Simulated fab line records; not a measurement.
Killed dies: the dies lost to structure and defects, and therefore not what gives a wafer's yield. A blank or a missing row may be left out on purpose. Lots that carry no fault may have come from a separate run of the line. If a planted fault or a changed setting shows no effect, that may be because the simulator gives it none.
A single fault, viewed from 2 desks || flow berkeley_cmos170 || every desk sees just its own numbers, and what lay behind them comes last

THE TOOL OWNER'S DESK: lpcvd-01
The tool's own readings at UCB170_PWELL_CVD_05 (deposits Si3N4 from SiH2Cl2/NH3, target thk 220 nm, time 3300 s): means of the sampled wafers that have a number, for each lot that ran on this tool. Marked OUT: a lot whose mean sits more than 4 standard deviations from the usual mean, which makes it out of limits; the brackets give that distance.
Columns: A = sih2cl2_flow_sccm at UCB170_PWELL_CVD_05, usual 25.01 sccm; B = spike_tc_load_C at UCB170_PWELL_CVD_05, usual 825.1 C; C = susceptor_temp_C at UCB170_PWELL_CVD_05, usual 799.9 C; D = zone_power_load_pct at UCB170_PWELL_CVD_05, usual 20.4 %
{"lot": "L492", "first seen here": "day 3 02:01", "A": 24.96, "B": 825.9, "C": 800.2, "D": 22.5}
{"lot": "L493", "first seen here": "day 3 02:01", "A": 25.00, "B": 826.0, "C": 799.9, "D": 22.3}
{"lot": "L495", "first seen here": "day 3 19:22", "A": 24.94, "B": 823.4, "C": 799.9, "D": 17.6}
{"lot": "L496", "first seen here": "day 3 19:22", "A": 24.99, "B": 822.7, "C": 800.1, "D": 17.8}
{"lot": "L497", "first seen here": "day 4 00:59", "A": 25.10, "B": 822.3, "C": 799.8, "D": 17.6}
{"lot": "L498", "first seen here": "day 4 06:01", "A": 25.01, "B": 822.6, "C": 800.1, "D": 17.5}
{"lot": "L502", "first seen here": "day 5 03:32", "A": "37.53 (+99 or more) OUT", "B": 826.6, "C": 799.8, "D": 22.7}
{"lot": "L503", "first seen here": "day 5 03:32", "A": "37.47 (+99 or more) OUT", "B": 825.6, "C": 800.1, "D": 22.6}
{"lot": "L504", "first seen here": "day 5 11:18", "A": "37.55 (+99 or more) OUT", "B": 826.5, "C": 800.4, "D": 22.6}
Finding of this desk: L502, L503, L504 out of limits; the first was L502 at day 5 03:32, on sih2cl2_flow_sccm at UCB170_PWELL_CVD_05. L492, L493, L495, L496, L497, L498 stayed within limits.

FROM THE METROLOGY DESK
Means of the sampled wafers that have a number, per lot and without regard to the tool the lot ran on: this is what the gauges read. Marked OUT: a lot whose mean sits more than 4 standard deviations from the usual mean, which makes it out of limits; the brackets give that distance.
Columns: A = START_OXIDE_THK at UCB170_START_THK_MEAS_03, usual 20.2 nm; B = PWELL_NITRIDE_THK at UCB170_PWELL_THK_MEAS_06, usual 220.1 nm
{"lot": "L491", "first seen here": "day 1 14:04", "A": 19.9, "B": 220.1}
{"lot": "L493", "first seen here": "day 1 22:33", "A": 19.9, "B": 218.9}
{"lot": "L492", "first seen here": "day 1 22:34", "A": 20.3, "B": 220.1}
{"lot": "L494", "first seen here": "day 2 05:34", "A": 19.5, "B": 217.9}
{"lot": "L495", "first seen here": "day 2 09:37", "A": 20.3, "B": 223.1}
{"lot": "L496", "first seen here": "day 2 13:42", "A": 19.8, "B": 223.3}
{"lot": "L497", "first seen here": "day 2 19:44", "A": 19.8, "B": 221.2}
{"lot": "L498", "first seen here": "day 3 01:13", "A": 20.2, "B": 220.0}
{"lot": "L499", "first seen here": "day 3 05:01", "A": 20.4, "B": 218.1}
{"lot": "L502", "first seen here": "day 3 21:15", "A": 21.0, "B": "247.4 (+13) OUT"}
{"lot": "L503", "first seen here": "day 4 01:05", "A": 20.2, "B": "246.3 (+12) OUT"}
{"lot": "L504", "first seen here": "day 4 05:36", "A": 20.5, "B": "247.4 (+13) OUT"}
{"lot": "L513", "first seen here": "day 6 07:27", "A": 19.9, "B": 219.4}
{"lot": "L514", "first seen here": "day 6 07:27", "A": 19.6, "B": 223.8}
Per this desk, out of limits: L502, L503, L504; the first was L502, day 5 06:25 (PWELL_NITRIDE_THK at UCB170_PWELL_THK_MEAS_06). L491, L493, L492, L494, L495, L496, L497, L498, L499, L513, L514 stayed within limits.

ALL TOGETHER
At day 5 03:32, on L502, L503, L504, the tool owner's desk was in a position to raise an alarm.
The metrology desk could have raised an alarm at day 5 06:25, on L502, L503, L504.
All the named lots went through UCB170_PWELL_CVD_05 on lpcvd-01.

WHAT THE SIMULATOR PUT IN
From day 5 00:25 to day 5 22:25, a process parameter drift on lpcvd-01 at UCB170_PWELL_CVD_05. The setting sih2cl2_flow_sccm was moved by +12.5, starting from 25. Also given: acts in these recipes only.
Struck lots among those shown: L502, L503, L504.
Delay (hours) between the fault's onset and each desk's first out-of-limits reading: 3 at the tool owner's desk, 6 at the metrology desk.
